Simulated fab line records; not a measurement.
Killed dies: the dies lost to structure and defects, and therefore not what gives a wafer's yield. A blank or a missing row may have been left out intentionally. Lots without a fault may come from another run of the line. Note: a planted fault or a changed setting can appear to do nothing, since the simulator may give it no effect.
fab line records + flow berkeley_cmos170
record
- lots=6
- wafers=18
- last_day=11
route steps=331 shown CONTACT@232 M1@238
lots with no fault: from the same line, run without faults
start_h: start of the lot's first displayed wafer, in hours after the record's first day + wait_h: time in hours since the lot's previous step + " identical to the entry in the row above + L1.1+2: one row covering several wafers at once + - value missing, or start not given + * or withheld: withheld + < > ~ a bound
route shown NAME@n: a module of which the file shows steps, and the number in the route of the first + usual: the fault-free wafers' mean and standard deviation + same: alike in all rows + chamber/n: place in a boat + sites: each site's reading + _std_site: standard deviation of those values + _edge_site: the outer-site mean with the inner-site mean subtracted + radius_mm: for every site, how far away it sits from the centre of the wafer + mask NAME#n: copy n + behind: the most recent tool/chamber to have shaped the wafer + hold: reason for holding the lot/hours on hold/outcome of the hold + device: the n, p or np transistor that did not switch + end of line: tests run on the same wafers once the route is complete + for a step that has no rows: nothing shown but its recipe + killed: not the wafer's yield, but the dies lost to structure and defects at the first sort + map: the dies of a wafer, with x for killed, . for not killed, _ for no die there
set.NAME: the setting that was run; set.NAME@STEP: the one run at that earlier step + model.NAME: the simulator's own value behind a step, which no gauge read
lots at some steps of the route; a table a step, a row a wafer
services: from which hour (start_h, from the record's first day; less than 0 if before it) a tool's chamber was out of use, for how many hours, and why
## steps
# step UCB170_CONTACT_OVL_MEAS_16
# usual
- CONTACT_OVL=3/4.5
| lot.wafer | tool       | chamber | start_h | wait_h | CONTACT_OVL[nm] |
|-----------|------------|---------|---------|--------|-----------------|
| L481.2    | overlay-01 | -       | 145.47  | 0.1    | 10              |
| L481.3    | "          | -       | "       | "      | 4               |
| L481.5    | "          | -       | "       | "      | 12              |
| L482.2    | overlay-01 | -       | 150.39  | 0.1    | -4              |
| L482.3    | "          | -       | "       | "      | 2               |
| L482.4    | "          | -       | "       | "      | -2              |
| L492.2    | overlay-02 | -       | 201.65  | 0.1    | 1               |
| L492.3    | "          | -       | "       | "      | 3               |
| L492.5    | "          | -       | "       | "      | 3               |
| L491.1    | overlay-02 | -       | 202.03  | 0.1    | 0               |
| L491.2    | "          | -       | "       | "      | 1               |
| L491.5    | "          | -       | "       | "      | 1               |
| L497.1    | overlay-02 | -       | 239.44  | 0.1    | 4               |
| L497.2    | "          | -       | "       | "      | 0               |
| L497.5    | "          | -       | "       | "      | -7              |
| L500.2    | overlay-01 | -       | 255.97  | 0.1    | 4               |
| L500.4    | "          | -       | "       | "      | 2               |
| L500.5    | "          | -       | "       | "      | 2               |
# step UCB170_CONTACT_ETCH_17
# recipe
- chemistry=N2/H2
- target_depth_a=withheld
- overetch_a=withheld
- target=BARC
- time_s=withheld
- source_w=500
- bias_w=100
- pressure_mtorr=30
- n2_flow_sccm=100
- h2_flow_sccm=200
# usual
- drypump_motor_current_A=5.8/0.45
- oes_product_au=1.006/0.023
- throttle_valve_pct=13.32/0.13
| lot.wafer | tool        | chamber | start_h | wait_h | drypump_motor_current_A | oes_product_au | throttle_valve_pct |
|-----------|-------------|---------|---------|--------|-------------------------|----------------|--------------------|
| L481.2    | rie_diel-04 | 1       | 145.50  | 0.0    | 6.0                     | 0.981          | 13.21              |
| L481.3    | "           | 3       | "       | "      | 5.4                     | 1.006          | 13.39              |
| L481.5    | "           | 2       | "       | "      | 5.9                     | 1.017          | 13.30              |
| L482.2    | rie_diel-04 | 2       | 150.42  | 0.0    | 5.9                     | 1.025          | 13.32              |
| L482.3    | "           | 0       | "       | "      | 6.3                     | 1.028          | 13.64              |
| L482.4    | "           | 1       | "       | "      | 6.0                     | 0.985          | 13.20              |
| L492.2    | rie_diel-04 | 1       | 201.68  | 0.0    | 5.9                     | 0.979          | 13.20              |
| L492.3    | "           | 2       | "       | "      | 5.9                     | 1.014          | 13.33              |
| L492.5    | "           | 2       | "       | "      | 5.9                     | 1.019          | 13.29              |
| L491.1    | rie_diel-01 | 0       | 202.06  | 0.0    | 5.6                     | 0.983          | 13.30              |
| L491.2    | "           | 3       | "       | "      | 4.9                     | 1.050          | 13.27              |
| L491.5    | "           | 2       | "       | "      | 6.3                     | 0.974          | 13.40              |
| L497.1    | rie_diel-02 | 3       | 239.48  | 0.0    | 5.2                     | 1.013          | 13.37              |
| L497.2    | "           | 1       | "       | "      | 6.4                     | 0.975          | 13.23              |
| L497.5    | "           | 1       | "       | "      | 6.4                     | 0.979          | 13.21              |
| L500.2    | rie_diel-04 | 2       | 256.00  | 0.0    | 5.8                     | 0.999          | 13.32              |
| L500.4    | "           | 3       | "       | "      | 5.4                     | 0.998          | 13.37              |
| L500.5    | "           | 0       | "       | "      | 6.4                     | 1.021          | 13.64              |
# step UCB170_CONTACT_ETCH_18
# recipe
- chemistry=CHF3/CF4/Ar
- target=PSG
- stop_on=TiSi2
- CHF3_flow_sccm=45
- cf4_flow_sccm=15
- Ar_flow_sccm=150
- pressure_mtorr=200
- rf_w=700
- target_depth_a=8400
- over_etch_frac=0.2
- time_s=195
# usual
- CHF3_flow_sccm=44.99/0.14
- drypump_motor_current_A=5.8/0.44
- mfc_ar_sccm=150.0/0.44
- oes_product_au=0.894/0.016
- throttle_valve_pct=6.94/0.081
| lot.wafer | tool        | chamber | start_h | wait_h | CHF3_flow_sccm | drypump_motor_current_A | mfc_ar_sccm | oes_product_au | rf_hours_counter_h | throttle_valve_pct |
|-----------|-------------|---------|---------|--------|----------------|-------------------------|-------------|----------------|--------------------|--------------------|
| L481.2    | rie_diel-04 | 1       | -       | -      | 44.96          | 5.9                     | 149.5       | 0.891          | 126                | 6.82               |
| L481.3    | "           | 3       | "       | "      | 45.16          | 5.3                     | 149.2       | 0.892          | 138                | 6.98               |
| L481.5    | "           | 2       | "       | "      | 45.03          | 5.8                     | 149.3       | 0.919          | -                  | 7.00               |
| L482.2    | rie_diel-04 | 2       | -       | -      | 45.20          | 5.8                     | 150.7       | 0.910          | 35                 | 6.99               |
| L482.3    | "           | 0       | "       | "      | 45.02          | 6.3                     | 149.8       | 0.910          | 50                 | 7.11               |
| L482.4    | "           | 1       | "       | "      | 44.79          | 5.9                     | 149.8       | 0.889          | 126                | 6.83               |
| L492.2    | rie_diel-04 | 1       | -       | -      | 45.00          | 5.9                     | 149.1       | 0.881          | 128                | 6.82               |
| L492.3    | "           | 2       | "       | "      | 44.96          | 5.9                     | 151.1       | 0.916          | 37                 | 7.00               |
| L492.5    | "           | 2       | "       | "      | 44.80          | 5.9                     | 150.7       | 0.916          | -                  | 6.99               |
| L491.1    | rie_diel-01 | 0       | -       | -      | 45.11          | 5.6                     | 150.7       | 0.879          | 137                | 6.91               |
| L491.2    | "           | 3       | "       | "      | 44.93          | 4.9                     | 150.2       | 0.918          | 90                 | 6.93               |
| L491.5    | "           | 2       | "       | "      | 44.72          | 6.3                     | 150.5       | 0.871          | -                  | 7.03               |
| L497.1    | rie_diel-02 | 3       | -       | -      | 45.03          | 5.2                     | 150.1       | 0.898          | 6                  | 6.93               |
| L497.2    | "           | 1       | "       | "      | 44.94          | 6.4                     | 150.2       | 0.888          | 80                 | 6.91               |
| L497.5    | "           | 1       | "       | "      | 44.94          | 6.4                     | 149.4       | 0.895          | -                  | 6.89               |
| L500.2    | rie_diel-04 | 2       | -       | -      | 44.93          | 5.9                     | 150.1       | 0.925          | 40                 | 7.01               |
| L500.4    | "           | 3       | "       | "      | 45.21          | 5.3                     | 150.8       | 0.895          | 0                  | 6.96               |
| L500.5    | "           | 0       | "       | "      | 45.15          | 6.3                     | 149.5       | 0.910          | -                  | 7.11               |
# step UCB170_CONTACT_STRIP_19
# recipe
- chemistry=O2
- power_w=400
- pressure_mtorr=3500
- platen_temp_c=withheld
- o2_flow_sccm=400
- overash_fraction=0.5
# usual
- drypump_motor_current_A=5.8/0.58
- o2_flow_sccm=400.0/1.1
- oes_product_au=0.725/0.0044
| lot.wafer | tool            | chamber | start_h | wait_h | drypump_motor_current_A | o2_flow_sccm | oes_product_au | rf_hours_counter_h |
|-----------|-----------------|---------|---------|--------|-------------------------|--------------|----------------|--------------------|
| L481.2    | plasma_asher-01 | 0       | 145.67  | -      | 4.8                     | 400.1        | 0.722          | 3                  |
| L481.3    | "               | 0       | "       | "      | 4.8                     | 401.9        | 0.719          | -                  |
| L481.5    | "               | 1       | "       | "      | 5.9                     | 400.5        | 0.730          | -                  |
| L482.2    | plasma_asher-01 | 0       | 150.58  | -      | 4.8                     | 401.9        | 0.722          | 4                  |
| L482.3    | "               | 1       | "       | "      | 5.9                     | 397.6        | 0.730          | -                  |
| L482.4    | "               | 0       | "       | "      | 4.8                     | 401.5        | 0.726          | -                  |
| L492.2    | plasma_asher-04 | 1       | 201.84  | -      | 6.3                     | 400.2        | 0.725          | 51                 |
| L492.3    | "               | 1       | "       | "      | 6.3                     | 398.5        | 0.725          | -                  |
| L492.5    | "               | 1       | "       | "      | 6.3                     | 400.1        | 0.719          | -                  |
| L491.1    | plasma_asher-01 | 0       | 202.23  | -      | 4.8                     | 400.2        | 0.720          | 10                 |
| L491.2    | "               | 1       | "       | "      | 5.9                     | 398.6        | 0.723          | 10                 |
| L491.5    | "               | 1       | "       | "      | 5.9                     | 397.0        | 0.717          | -                  |
| L497.1    | plasma_asher-02 | 1       | 239.65  | -      | 5.3                     | 401.8        | 0.731          | 52                 |
| L497.2    | "               | 0       | "       | "      | 5.5                     | 399.5        | 0.725          | 52                 |
| L497.5    | "               | 0       | "       | "      | 5.5                     | 399.5        | 0.721          | -                  |
| L500.2    | plasma_asher-01 | 0       | 256.17  | -      | 4.9                     | 398.9        | 0.726          | 16                 |
| L500.4    | "               | 0       | "       | "      | 4.8                     | 399.1        | 0.724          | -                  |
| L500.5    | "               | 1       | "       | "      | 5.9                     | 400.2        | 0.721          | -                  |
# step UCB170_CONTACT_CD_MEAS_90
# recipe
- target_cd_nm=700
# usual
- cd_nm=699.8/1.7
| lot.wafer | tool      | chamber | start_h | wait_h | cd_nm |
|-----------|-----------|---------|---------|--------|-------|
| L481.2    | cd_sem-02 | -       | 145.79  | 0.1    | 697.2 |
| L481.3    | "         | -       | "       | "      | 699.5 |
| L481.5    | "         | -       | "       | "      | 698.8 |
| L482.2    | cd_sem-02 | -       | 150.70  | 0.1    | 699.3 |
| L482.3    | "         | -       | "       | "      | 699.1 |
| L482.4    | "         | -       | "       | "      | 697.7 |
| L492.2    | cd_sem-01 | -       | 201.96  | 0.1    | 699.3 |
| L492.3    | "         | -       | "       | "      | 701.0 |
| L492.5    | "         | -       | "       | "      | 701.8 |
| L491.1    | cd_sem-02 | -       | 202.33  | 0.1    | 699.2 |
| L491.2    | "         | -       | "       | "      | 699.0 |
| L491.5    | "         | -       | "       | "      | 698.9 |
| L497.1    | cd_sem-02 | -       | 239.75  | 0.1    | 700.4 |
| L497.2    | "         | -       | "       | "      | 697.9 |
| L497.5    | "         | -       | "       | "      | 697.7 |
| L500.2    | cd_sem-02 | -       | 256.29  | 0.1    | 701.1 |
| L500.4    | "         | -       | "       | "      | 700.1 |
| L500.5    | "         | -       | "       | "      | 701.9 |
# step UCB170_CONTACT_CLEAN_20
# recipe
- chemistry=SPM
- temp_c=120
- time_s=600
# step UCB170_M1_SPUTTER_00
# recipe
- material=Al
- target_thk_nm=600
- time_s=80
- power_w=6000
- chamber_pressure_pa=0.5
# usual
- throttle_valve_pct=30.1/0.74
| lot.wafer | tool           | chamber | start_h | wait_h | throttle_valve_pct |
|-----------|----------------|---------|---------|--------|--------------------|
| L481.2    | pvd_sputter-01 | -       | 146.07  | 0.0    | 30.2               |
| L481.3    | "              | -       | "       | "      | 29.5               |
| L481.5    | "              | -       | "       | "      | 29.2               |
| L482.2    | pvd_sputter-01 | -       | 150.98  | 0.0    | 29.7               |
| L482.3    | "              | -       | "       | "      | 30.8               |
| L482.4    | "              | -       | "       | "      | 30.0               |
| L492.2    | pvd_sputter-01 | -       | 202.63  | 0.0    | 30.1               |
| L492.3    | "              | -       | "       | "      | 29.6               |
| L492.5    | "              | -       | "       | "      | 30.8               |
| L491.1    | pvd_sputter-01 | -       | 202.69  | 0.1    | 29.9               |
| L491.2    | "              | -       | "       | "      | 29.9               |
| L491.5    | "              | -       | "       | "      | 30.0               |
| L497.1    | pvd_sputter-02 | -       | 240.06  | 0.0    | 29.9               |
| L497.2    | "              | -       | "       | "      | 28.9               |
| L497.5    | "              | -       | "       | "      | 28.9               |
| L500.2    | pvd_sputter-01 | -       | 256.58  | 0.0    | 30.9               |
| L500.4    | "              | -       | "       | "      | 29.8               |
| L500.5    | "              | -       | "       | "      | 29.6               |
# step UCB170_M1_RS_MEAS_01
# recipe
- thk_meas_gauge=four-point-probe
- reads=Al_of_M1_SPUTTER_00
# usual
- M1_AL_RS=0.0487/0.00046
| lot.wafer | tool          | chamber | start_h | wait_h | M1_AL_RS[ohm/sq] |
|-----------|---------------|---------|---------|--------|------------------|
| L481.2    | film_metro-02 | -       | 146.15  | 0.1    | 0.0481           |
| L481.3    | "             | -       | "       | "      | 0.0491           |
| L481.5    | "             | -       | "       | "      | 0.0491           |
| L482.2    | film_metro-01 | -       | 151.06  | 0.1    | 0.0486           |
| L482.3    | "             | -       | "       | "      | 0.0488           |
| L482.4    | "             | -       | "       | "      | 0.0480           |
| L492.2    | film_metro-02 | -       | 202.71  | 0.1    | 0.0475           |
| L492.3    | "             | -       | "       | "      | 0.0484           |
| L492.5    | "             | -       | "       | "      | 0.0478           |
| L491.1    | film_metro-03 | -       | 202.75  | 0.0    | 0.0495           |
| L491.2    | "             | -       | "       | "      | 0.0488           |
| L491.5    | "             | -       | "       | "      | 0.0486           |
| L497.1    | film_metro-02 | -       | 240.12  | 0.0    | 0.0491           |
| L497.2    | "             | -       | "       | "      | 0.0483           |
| L497.5    | "             | -       | "       | "      | 0.0487           |
| L500.2    | film_metro-01 | -       | 256.66  | 0.1    | 0.0489           |
| L500.4    | "             | -       | "       | "      | 0.0494           |
| L500.5    | "             | -       | "       | "      | 0.0492           |
# step UCB170_M1_THK_MEAS_02
# recipe
- thk_meas_gauge=xrf
- reads=Al_of_M1_SPUTTER_00
# usual
- M1_AL_THK=615/7.3
| lot.wafer | tool          | chamber | start_h | wait_h | M1_AL_THK[nm] |
|-----------|---------------|---------|---------|--------|---------------|
| L481.2    | film_metro-02 | -       | 146.26  | 0.1    | 628           |
| L481.3    | "             | -       | "       | "      | 613           |
| L481.5    | "             | -       | "       | "      | 610           |
| L482.2    | film_metro-01 | -       | 151.17  | 0.1    | 621           |
| L482.3    | "             | -       | "       | "      | 619           |
| L482.4    | "             | -       | "       | "      | 626           |
| L492.2    | film_metro-02 | -       | 202.82  | 0.1    | 636           |
| L492.3    | "             | -       | "       | "      | 620           |
| L492.5    | "             | -       | "       | "      | 629           |
| L491.1    | film_metro-03 | -       | 202.87  | 0.1    | 604           |
| L491.2    | "             | -       | "       | "      | 613           |
| L491.5    | "             | -       | "       | "      | 612           |
| L497.1    | film_metro-02 | -       | 240.24  | 0.1    | 608           |
| L497.2    | "             | -       | "       | "      | 623           |
| L497.5    | "             | -       | "       | "      | 614           |
| L500.2    | film_metro-01 | -       | 256.77  | 0.1    | 611           |
| L500.4    | "             | -       | "       | "      | 606           |
| L500.5    | "             | -       | "       | "      | 613           |
# step UCB170_M1_COAT_03
# recipe
- resist=BARC
- temp_c=withheld
- time_s=withheld
- spin_rpm=3000
- resist_thk_nm=withheld
# step UCB170_M1_COAT_04
# recipe
- resist=KrF
- spin_rpm=1500
- resist_thk_nm=900
# step UCB170_M1_SOFTBAKE_05
# recipe
- resist=KrF
- temp_c=130
- time_s=60
# step UCB170_M1_EXPOSE_06
# recipe
- mask_id=METAL1
- target_cd_nm=700
- na=0.5
- sigma_outer=0.6
- source_shape=conventional
- dose_mj=21
# usual
- exposure_dose_mJ_cm2=20.981/0.022
- focus_offset_nm=0.0/0.54
| lot.wafer | tool           | chamber | start_h | wait_h | mask     | exposure_dose_mJ_cm2 | focus_offset_nm |
|-----------|----------------|---------|---------|--------|----------|----------------------|-----------------|
| L481.2    | krf_scanner-01 | 0       | 146.90  | -      | METAL1#0 | 21.014               | 0.4             |
| L481.3    | "              | 0       | "       | "      | METAL1#0 | 20.996               | -0.4            |
| L481.5    | "              | 0       | "       | "      | METAL1#0 | 20.978               | -0.3            |
| L482.2    | krf_scanner-02 | 0       | 151.69  | -      | METAL1#0 | 20.994               | -0.6            |
| L482.3    | "              | 0       | "       | "      | METAL1#0 | 20.995               | 0.3             |
| L482.4    | "              | 0       | "       | "      | METAL1#0 | 20.998               | 0.7             |
| L492.2    | krf_scanner-02 | -       | 203.34  | -      | METAL1#0 | -                    | -               |
| L492.3    | "              | -       | "       | "      | METAL1#0 | -                    | -               |
| L492.5    | "              | -       | "       | "      | METAL1#0 | -                    | -               |
| L491.1    | krf_scanner-02 | -       | 203.54  | -      | METAL1#0 | -                    | -               |
| L491.2    | "              | -       | "       | "      | METAL1#0 | -                    | -               |
| L491.5    | "              | -       | "       | "      | METAL1#0 | -                    | -               |
| L497.1    | krf_scanner-02 | 0       | 240.92  | -      | METAL1#0 | 20.976               | -0.1            |
| L497.2    | "              | 0       | "       | "      | METAL1#0 | 20.975               | 0.0             |
| L497.5    | "              | 0       | "       | "      | METAL1#0 | 20.964               | 0.3             |
| L500.2    | krf_scanner-02 | 0       | 257.35  | -      | METAL1#0 | 21.003               | 0.1             |
| L500.4    | "              | 0       | "       | "      | METAL1#0 | 21.022               | -0.2            |
| L500.5    | "              | 0       | "       | "      | METAL1#0 | 20.978               | 0.2             |
# step UCB170_M1_PEB_07
# recipe
- peb_temp_c=130
- peb_time_s=withheld
- resist=KrF
## services
| tool            | chamber | start_h | hours | kind           |
|-----------------|---------|---------|-------|----------------|
| pvd_sputter-02  | -       | 124.02  | 3.8   | repair         |
| krf_scanner-01  | 0       | 127.77  | -     | calibration    |
| pvd_sputter-01  | -       | 140.64  | 0.5   | repair         |
| krf_scanner-01  | -       | 140.72  | 0.4   | repair         |
| plasma_asher-04 | -       | 148.95  | 2.8   | repair         |
| plasma_asher-02 | -       | 160.96  | 13.1  | repair         |
| krf_scanner-02  | -       | 173.43  | 4.2   | repair         |
| krf_scanner-01  | -       | 185.58  | 4.0   | pm             |
| rie_diel-02     | 0       | 191.67  | 2.8   | repair         |
| rie_diel-04     | 3       | 196.93  | 8.5   | repair         |
| pvd_sputter-02  | -       | 198.40  | 1.9   | repair         |
| pvd_sputter-02  | -       | 201.57  | 3.4   | repair         |
| krf_scanner-01  | -       | 203.08  | 4.4   | pm             |
| krf_scanner-02  | 0       | 207.93  | -     | calibration    |
| plasma_asher-02 | -       | 225.46  | 2.8   | pm             |
| rie_diel-02     | 1       | 226.90  | 6.2   | repair         |
| krf_scanner-02  | -       | 230.70  | 1.0   | pm             |
| krf_scanner-01  | -       | 231.70  | 36.0  | pm             |
| plasma_asher-02 | -       | 234.42  | 0.4   | repair         |
| rie_diel-04     | 3       | 235.84  | -     | clean          |
| rie_diel-04     | 3       | 235.84  | 18.6  | scheduled_down |
| rie_diel-04     | 3       | 235.84  | 18.6  | vent_cycle     |
| pvd_sputter-02  | -       | 248.02  | 8.9   | repair         |
## key
first_sign
- step=UCB170_M1_EXPOSE_06
- reading=tool_record
- direction=missing
effect none on later readings
met_at UCB170_M1_EXPOSE_06
struck_wafers L491.1,L491.2,L491.5,L492.2,L492.3,L492.5
later_rows_left_out L491.1,L491.2,L491.5,L492.2,L492.3,L492.5
sort_left_out L491.1,L491.2,L491.5,L492.2,L492.3,L492.5
onset_between 151.69 203.34
fault
- kind=skipped_step_whole
- tool=krf_scanner-02
- chamber=-
- onset_h=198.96
- steps=UCB170_M1_EXPOSE_06
- scope=struck_lots_only
# sort_left_out: the simulated sort isn't trusted on such a fault, so these wafers' sort isn't shown, and their yield isn't known
# later_rows_left_out: the simulator's readings of these wafers behind a module that went badly wrong aren't trusted and aren't shown, but for the sort
